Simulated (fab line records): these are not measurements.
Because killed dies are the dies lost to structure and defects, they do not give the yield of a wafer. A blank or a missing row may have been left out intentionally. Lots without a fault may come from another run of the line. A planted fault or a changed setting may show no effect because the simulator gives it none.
fab line records :: flow ritCmos
[record]
  lots = 7
  wafers = 21
  lastDay = 7
route steps=202 shown ACTIVE@1
lots untouched by any fault: they come from a run of this same line in which no faults occurred
startH: the number of hours between the record's first day and the start of the first shown wafer of the lot :: waitH: hours elapsed since this lot's preceding step :: " same as the row above :: L1.1+2: one row covering several wafers at once :: - no value present, or no start provided :: * or withheld: withheld :: < > ~ a bound
route shown NAME@n: a module of which the file shows steps, and the number in the route of the first :: usual: average and standard deviation across the fault-free wafers :: same: alike in all rows :: chamber/n: place in a boat :: sites: readings site by site :: _std_site: how widely they spread, as a standard deviation :: _edge_site: outer sites' mean less inner sites' :: radiusMm: for every site, how far away it sits from the centre of the wafer :: mask NAME#n: copy n :: behind: the tool/chamber that last shaped the wafer :: hold: reason for holding the lot/hours on hold/outcome of the hold :: device: the n, p or np transistor that did not switch :: end of line: the route-end tests of the same wafers :: a step without rows: its recipe alone :: killed: dies lost to structure and defects at the first sort, not the wafer's yield :: map: the dies of a wafer, with x for killed, . for not killed, _ for no die there
set.NAME: setting as actually run; set.NAME@STEP: the setting as run at that earlier step :: model.NAME: the simulator's own value behind a step, which no gauge read
lots at some steps of the route; a table a step, a row a wafer
[[steps]]
[step RIT_ACTIVE_BOW_MEAS_00]
[recipe]
  mode = bow
[usual]
  INCOMING_BOW = 1/6.9
lot.wafer: L653.1
tool: filmMetro-01
chamber: -
startH: 20.00
waitH: -
INCOMING_BOW[um]: 11

lot.wafer: L653.4
tool: filmMetro-01
chamber: -
startH: 20.00
waitH: -
INCOMING_BOW[um]: 5

lot.wafer: L653.5
tool: filmMetro-01
chamber: -
startH: 20.00
waitH: -
INCOMING_BOW[um]: 2

lot.wafer: L659.1
tool: filmMetro-03
chamber: -
startH: 50.00
waitH: -
INCOMING_BOW[um]: 6

lot.wafer: L659.3
tool: filmMetro-03
chamber: -
startH: 50.00
waitH: -
INCOMING_BOW[um]: 4

lot.wafer: L659.6
tool: filmMetro-03
chamber: -
startH: 50.00
waitH: -
INCOMING_BOW[um]: 0

lot.wafer: L666.1
tool: filmMetro-01
chamber: -
startH: 85.00
waitH: -
INCOMING_BOW[um]: 14

lot.wafer: L666.3
tool: filmMetro-01
chamber: -
startH: 85.00
waitH: -
INCOMING_BOW[um]: -6

lot.wafer: L666.5
tool: filmMetro-01
chamber: -
startH: 85.00
waitH: -
INCOMING_BOW[um]: -5

lot.wafer: L667.3
tool: filmMetro-01
chamber: -
startH: 90.04
waitH: -
INCOMING_BOW[um]: 3

lot.wafer: L667.5
tool: filmMetro-01
chamber: -
startH: 90.04
waitH: -
INCOMING_BOW[um]: 4

lot.wafer: L667.6
tool: filmMetro-01
chamber: -
startH: 90.04
waitH: -
INCOMING_BOW[um]: -10

lot.wafer: L668.1
tool: filmMetro-02
chamber: -
startH: 95.00
waitH: -
INCOMING_BOW[um]: 5

lot.wafer: L668.4
tool: filmMetro-02
chamber: -
startH: 95.00
waitH: -
INCOMING_BOW[um]: 8

lot.wafer: L668.5
tool: filmMetro-02
chamber: -
startH: 95.00
waitH: -
INCOMING_BOW[um]: 2

lot.wafer: L671.2
tool: filmMetro-01
chamber: -
startH: 110.02
waitH: -
INCOMING_BOW[um]: -13

lot.wafer: L671.3
tool: filmMetro-01
chamber: -
startH: 110.02
waitH: -
INCOMING_BOW[um]: 5

lot.wafer: L671.4
tool: filmMetro-01
chamber: -
startH: 110.02
waitH: -
INCOMING_BOW[um]: 3

lot.wafer: L673.1
tool: filmMetro-03
chamber: -
startH: 120.00
waitH: -
INCOMING_BOW[um]: 1

lot.wafer: L673.3
tool: filmMetro-03
chamber: -
startH: 120.00
waitH: -
INCOMING_BOW[um]: -4

lot.wafer: L673.5
tool: filmMetro-03
chamber: -
startH: 120.00
waitH: -
INCOMING_BOW[um]: 6
[step RIT_ACTIVE_OXIDATION_01]
[recipe]
  tempC = 1000
  ambient = O2
  targetThkA = 468
  oxTimeS = 3360
[step RIT_ACTIVE_THK_MEAS_02]
[recipe]
  reads = SiO2_of_ACTIVE_OXIDATION_01
[usual]
  ACTIVE_OXIDE_THK = 46.9/0.76
lot.wafer: L653.1
tool: filmMetro-03
chamber: -
startH: 26.46
waitH: 0.0
ACTIVE_OXIDE_THK[nm]: 47.0

lot.wafer: L653.4
tool: filmMetro-03
chamber: -
startH: 26.46
waitH: 0.0
ACTIVE_OXIDE_THK[nm]: 46.9

lot.wafer: L653.5
tool: filmMetro-03
chamber: -
startH: 26.46
waitH: 0.0
ACTIVE_OXIDE_THK[nm]: 47.4

lot.wafer: L659.1
tool: filmMetro-01
chamber: -
startH: 52.11
waitH: 0.0
ACTIVE_OXIDE_THK[nm]: 46.1

lot.wafer: L659.3
tool: filmMetro-01
chamber: -
startH: 52.11
waitH: 0.0
ACTIVE_OXIDE_THK[nm]: 45.9

lot.wafer: L659.6
tool: filmMetro-01
chamber: -
startH: 52.11
waitH: 0.0
ACTIVE_OXIDE_THK[nm]: 46.1

lot.wafer: L666.1
tool: filmMetro-02
chamber: -
startH: 87.40
waitH: 0.0
ACTIVE_OXIDE_THK[nm]: 46.9

lot.wafer: L666.3
tool: filmMetro-02
chamber: -
startH: 87.40
waitH: 0.0
ACTIVE_OXIDE_THK[nm]: 47.4

lot.wafer: L666.5
tool: filmMetro-02
chamber: -
startH: 87.40
waitH: 0.0
ACTIVE_OXIDE_THK[nm]: 48.0

lot.wafer: L667.3
tool: filmMetro-02
chamber: -
startH: 92.07
waitH: 0.0
ACTIVE_OXIDE_THK[nm]: 47.9

lot.wafer: L667.5
tool: filmMetro-02
chamber: -
startH: 92.07
waitH: 0.0
ACTIVE_OXIDE_THK[nm]: 47.3

lot.wafer: L667.6
tool: filmMetro-02
chamber: -
startH: 92.07
waitH: 0.0
ACTIVE_OXIDE_THK[nm]: 47.2

lot.wafer: L668.1
tool: filmMetro-02
chamber: -
startH: 98.93
waitH: 0.0
ACTIVE_OXIDE_THK[nm]: 46.8

lot.wafer: L668.4
tool: filmMetro-02
chamber: -
startH: 98.93
waitH: 0.0
ACTIVE_OXIDE_THK[nm]: 47.1

lot.wafer: L668.5
tool: filmMetro-02
chamber: -
startH: 98.93
waitH: 0.0
ACTIVE_OXIDE_THK[nm]: 47.1

lot.wafer: L671.2
tool: filmMetro-01
chamber: -
startH: 112.08
waitH: 0.0
ACTIVE_OXIDE_THK[nm]: 47.4

lot.wafer: L671.3
tool: filmMetro-01
chamber: -
startH: 112.08
waitH: 0.0
ACTIVE_OXIDE_THK[nm]: 47.7

lot.wafer: L671.4
tool: filmMetro-01
chamber: -
startH: 112.08
waitH: 0.0
ACTIVE_OXIDE_THK[nm]: 47.8

lot.wafer: L673.1
tool: filmMetro-02
chamber: -
startH: 123.70
waitH: 0.0
ACTIVE_OXIDE_THK[nm]: 46.5

lot.wafer: L673.3
tool: filmMetro-02
chamber: -
startH: 123.70
waitH: 0.0
ACTIVE_OXIDE_THK[nm]: 47.5

lot.wafer: L673.5
tool: filmMetro-02
chamber: -
startH: 123.70
waitH: 0.0
ACTIVE_OXIDE_THK[nm]: 46.3
[step RIT_ACTIVE_CVD_03]
[recipe]
  material = Si3N4
  targetThkNm = 150
  tempC = 810
  precursor = SiH2Cl2/NH3
  timeS = 1500
  pressureMtorr = 300
  sih2cl2FlowSccm = 60
  nh3FlowSccm = 150
[step RIT_ACTIVE_THK_MEAS_04]
[recipe]
  reads = Si3N4_of_ACTIVE_CVD_03
[usual]
  ACTIVE_NITRIDE_THK = 150.4/1.5
lot.wafer: L653.1
tool: filmMetro-01
chamber: -
startH: 27.94
waitH: 0.0
ACTIVE_NITRIDE_THK[nm]: 148.5

lot.wafer: L653.4
tool: filmMetro-01
chamber: -
startH: 27.94
waitH: 0.0
ACTIVE_NITRIDE_THK[nm]: 148.3

lot.wafer: L653.5
tool: filmMetro-01
chamber: -
startH: 27.94
waitH: 0.0
ACTIVE_NITRIDE_THK[nm]: 148.1

lot.wafer: L659.1
tool: filmMetro-02
chamber: -
startH: 53.58
waitH: 0.0
ACTIVE_NITRIDE_THK[nm]: 148.2

lot.wafer: L659.3
tool: filmMetro-02
chamber: -
startH: 53.58
waitH: 0.0
ACTIVE_NITRIDE_THK[nm]: 149.7

lot.wafer: L659.6
tool: filmMetro-02
chamber: -
startH: 53.58
waitH: 0.0
ACTIVE_NITRIDE_THK[nm]: 150.7

lot.wafer: L666.1
tool: filmMetro-01
chamber: -
startH: 89.15
waitH: 0.0
ACTIVE_NITRIDE_THK[nm]: 149.3

lot.wafer: L666.3
tool: filmMetro-01
chamber: -
startH: 89.15
waitH: 0.0
ACTIVE_NITRIDE_THK[nm]: 150.1

lot.wafer: L666.5
tool: filmMetro-01
chamber: -
startH: 89.15
waitH: 0.0
ACTIVE_NITRIDE_THK[nm]: 149.2

lot.wafer: L667.3
tool: filmMetro-01
chamber: -
startH: 93.55
waitH: 0.0
ACTIVE_NITRIDE_THK[nm]: 149.1

lot.wafer: L667.5
tool: filmMetro-01
chamber: -
startH: 93.55
waitH: 0.0
ACTIVE_NITRIDE_THK[nm]: 147.1

lot.wafer: L667.6
tool: filmMetro-01
chamber: -
startH: 93.55
waitH: 0.0
ACTIVE_NITRIDE_THK[nm]: 147.8

lot.wafer: L668.1
tool: filmMetro-02
chamber: -
startH: 101.11
waitH: 0.0
ACTIVE_NITRIDE_THK[nm]: 150.2

lot.wafer: L668.4
tool: filmMetro-02
chamber: -
startH: 101.11
waitH: 0.0
ACTIVE_NITRIDE_THK[nm]: 150.9

lot.wafer: L668.5
tool: filmMetro-02
chamber: -
startH: 101.11
waitH: 0.0
ACTIVE_NITRIDE_THK[nm]: 150.7

lot.wafer: L671.2
tool: filmMetro-01
chamber: -
startH: 113.80
waitH: 0.0
ACTIVE_NITRIDE_THK[nm]: 150.2

lot.wafer: L671.3
tool: filmMetro-01
chamber: -
startH: 113.80
waitH: 0.0
ACTIVE_NITRIDE_THK[nm]: 150.0

lot.wafer: L671.4
tool: filmMetro-01
chamber: -
startH: 113.80
waitH: 0.0
ACTIVE_NITRIDE_THK[nm]: 149.9

lot.wafer: L673.1
tool: filmMetro-03
chamber: -
startH: 125.74
waitH: 0.0
ACTIVE_NITRIDE_THK[nm]: 152.0

lot.wafer: L673.3
tool: filmMetro-03
chamber: -
startH: 125.74
waitH: 0.0
ACTIVE_NITRIDE_THK[nm]: 150.8

lot.wafer: L673.5
tool: filmMetro-03
chamber: -
startH: 125.74
waitH: 0.0
ACTIVE_NITRIDE_THK[nm]: 151.5
[step RIT_ACTIVE_HMDS_05]
[recipe]
  primeTimeS = 60
  primeTempC = 140
[step RIT_ACTIVE_COAT_06]
[recipe]
  resist = NOVOLAK
  spinRpm = 3250
  resistThkNm = 1000
[step RIT_ACTIVE_SOFTBAKE_07]
[recipe]
  resist = NOVOLAK
  tempC = 90
  timeS = 60
[step RIT_ACTIVE_EXPOSE_08]
[recipe]
  maskId = M1
  na = 0.6
  sourceShape = conventional
  sigmaOuter = 0.6
  targetCdNm = 1400
  doseMj = 225
[step RIT_ACTIVE_PEB_09]
[recipe]
  resist = NOVOLAK
  tempC = withheld
  timeS = withheld
[step RIT_ACTIVE_DEVELOP_10]
[recipe]
  resist = NOVOLAK
  developTimeS = 50
  devTempC = 24.11
[usual]
  chillPlateTempC = 23.02/0.11
  developTimeS = 50/0
lot.wafer: L653.1
tool: lithoTrack-01
chamber: 0
startH: 28
waitH: -
chillPlateTempC: 22.99
developTimeS: 50

lot.wafer: L653.4
tool: lithoTrack-01
chamber: 0
startH: 28
waitH: -
chillPlateTempC: 23.00
developTimeS: 50

lot.wafer: L653.5
tool: lithoTrack-01
chamber: 0
startH: 28
waitH: -
chillPlateTempC: 23.02
developTimeS: 50

lot.wafer: L659.1
tool: lithoTrack-04
chamber: 0
startH: 54
waitH: -
chillPlateTempC: 22.99
developTimeS: 50

lot.wafer: L659.3
tool: lithoTrack-04
chamber: 0
startH: 54
waitH: -
chillPlateTempC: 23.00
developTimeS: 50

lot.wafer: L659.6
tool: lithoTrack-04
chamber: 0
startH: 54
waitH: -
chillPlateTempC: 23.13
developTimeS: 50

lot.wafer: L666.1
tool: lithoTrack-01
chamber: -
startH: 89
waitH: -
chillPlateTempC: -
developTimeS: -

lot.wafer: L666.3
tool: lithoTrack-01
chamber: -
startH: 89
waitH: -
chillPlateTempC: -
developTimeS: -

lot.wafer: L666.5
tool: lithoTrack-01
chamber: -
startH: 90
waitH: -
chillPlateTempC: -
developTimeS: -

lot.wafer: L667.3
tool: lithoTrack-02
chamber: -
startH: 94
waitH: -
chillPlateTempC: -
developTimeS: -

lot.wafer: L667.5
tool: lithoTrack-02
chamber: -
startH: 94
waitH: -
chillPlateTempC: -
developTimeS: -

lot.wafer: L667.6
tool: lithoTrack-02
chamber: -
startH: 94
waitH: -
chillPlateTempC: -
developTimeS: -

lot.wafer: L668.1
tool: lithoTrack-01
chamber: -
startH: 102
waitH: -
chillPlateTempC: -
developTimeS: -

lot.wafer: L668.4
tool: lithoTrack-01
chamber: -
startH: 102
waitH: -
chillPlateTempC: -
developTimeS: -

lot.wafer: L668.5
tool: lithoTrack-01
chamber: -
startH: 102
waitH: -
chillPlateTempC: -
developTimeS: -

lot.wafer: L671.2
tool: lithoTrack-01
chamber: 0
startH: 114
waitH: -
chillPlateTempC: 23.07
developTimeS: 50

lot.wafer: L671.3
tool: lithoTrack-01
chamber: 0
startH: 114
waitH: -
chillPlateTempC: 22.93
developTimeS: 50

lot.wafer: L671.4
tool: lithoTrack-01
chamber: 0
startH: 114
waitH: -
chillPlateTempC: 22.84
developTimeS: 50

lot.wafer: L673.1
tool: lithoTrack-02
chamber: 0
startH: 126
waitH: -
chillPlateTempC: 23.08
developTimeS: 50

lot.wafer: L673.3
tool: lithoTrack-02
chamber: 0
startH: 126
waitH: -
chillPlateTempC: 22.90
developTimeS: 50

lot.wafer: L673.5
tool: lithoTrack-02
chamber: 0
startH: 126
waitH: -
chillPlateTempC: 22.75
developTimeS: 50
[step RIT_ACTIVE_CD_MEAS_11]
[recipe]
  targetCdNm = 1400
[usual]
  cdNm = 1400.4/1.9
lot.wafer: L653.1
tool: cdSem-01
chamber: -
startH: 28.85
waitH: -
cdNm: 1400.2

lot.wafer: L653.4
tool: cdSem-01
chamber: -
startH: 28.85
waitH: -
cdNm: 1399.5

lot.wafer: L653.5
tool: cdSem-01
chamber: -
startH: 28.85
waitH: -
cdNm: 1400.7

lot.wafer: L659.1
tool: cdSem-01
chamber: -
startH: 54.65
waitH: -
cdNm: 1401.8

lot.wafer: L659.3
tool: cdSem-01
chamber: -
startH: 54.65
waitH: -
cdNm: 1403.1

lot.wafer: L659.6
tool: cdSem-01
chamber: -
startH: 54.65
waitH: -
cdNm: 1404.0

lot.wafer: L666.1
tool: cdSem-01
chamber: -
startH: 90.06
waitH: -
cdNm: -

lot.wafer: L666.3
tool: cdSem-01
chamber: -
startH: 90.06
waitH: -
cdNm: -

lot.wafer: L666.5
tool: cdSem-01
chamber: -
startH: 90.06
waitH: -
cdNm: -

lot.wafer: L667.3
tool: cdSem-02
chamber: -
startH: 94.68
waitH: -
cdNm: -

lot.wafer: L667.5
tool: cdSem-02
chamber: -
startH: 94.68
waitH: -
cdNm: -

lot.wafer: L667.6
tool: cdSem-02
chamber: -
startH: 94.68
waitH: -
cdNm: -

lot.wafer: L668.1
tool: cdSem-01
chamber: -
startH: 102.15
waitH: -
cdNm: -

lot.wafer: L668.4
tool: cdSem-01
chamber: -
startH: 102.15
waitH: -
cdNm: -

lot.wafer: L668.5
tool: cdSem-01
chamber: -
startH: 102.15
waitH: -
cdNm: -

lot.wafer: L671.2
tool: cdSem-01
chamber: -
startH: 114.72
waitH: -
cdNm: 1398.2

lot.wafer: L671.3
tool: cdSem-01
chamber: -
startH: 114.72
waitH: -
cdNm: 1400.4

lot.wafer: L671.4
tool: cdSem-01
chamber: -
startH: 114.72
waitH: -
cdNm: 1398.1

lot.wafer: L673.1
tool: cdSem-02
chamber: -
startH: 126.65
waitH: -
cdNm: 1403.6

lot.wafer: L673.3
tool: cdSem-02
chamber: -
startH: 126.65
waitH: -
cdNm: 1402.0

lot.wafer: L673.5
tool: cdSem-02
chamber: -
startH: 126.65
waitH: -
cdNm: 1400.2
[[key]]
[firstSign]
  step = RIT_ACTIVE_DEVELOP_10
  reading = toolRecord
  direction = missing
effect none on later readings
metAt RIT_ACTIVE_DEVELOP_10
struckWafers L666.1,L666.3,L666.5,L667.3,L667.5,L667.6,L668.1,L668.4,L668.5
laterRowsLeftOut L666.1,L666.3,L666.5,L667.3,L667.5,L667.6,L668.1,L668.4,L668.5
sortLeftOut L666.1,L666.3,L666.5,L667.3,L667.5,L667.6,L668.1,L668.4,L668.5
testerLeftOut L666,L667,L668
onsetBetween 28 89
[fault]
  kind = skippedStepWhole
  tool = lithoTrack-01,lithoTrack-02
  chamber = -
  onsetH = 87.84
  steps = RIT_ACTIVE_DEVELOP_10
  scope = struckLotsOnly
// testerLeftOut: of these lots the tester's yield and bins aren't shown, on N5 and GAA mostly nor the transistor test; their killed dies are dies lost to structure and defects alone, not to doping, threshold or leakage, so they don't give the yield
// sortLeftOut: the simulated sort isn't trusted on such a fault, so these wafers' sort isn't shown, and their yield isn't known
// laterRowsLeftOut: the simulator's readings of these wafers behind a module that went badly wrong aren't trusted and aren't shown, but for the sort
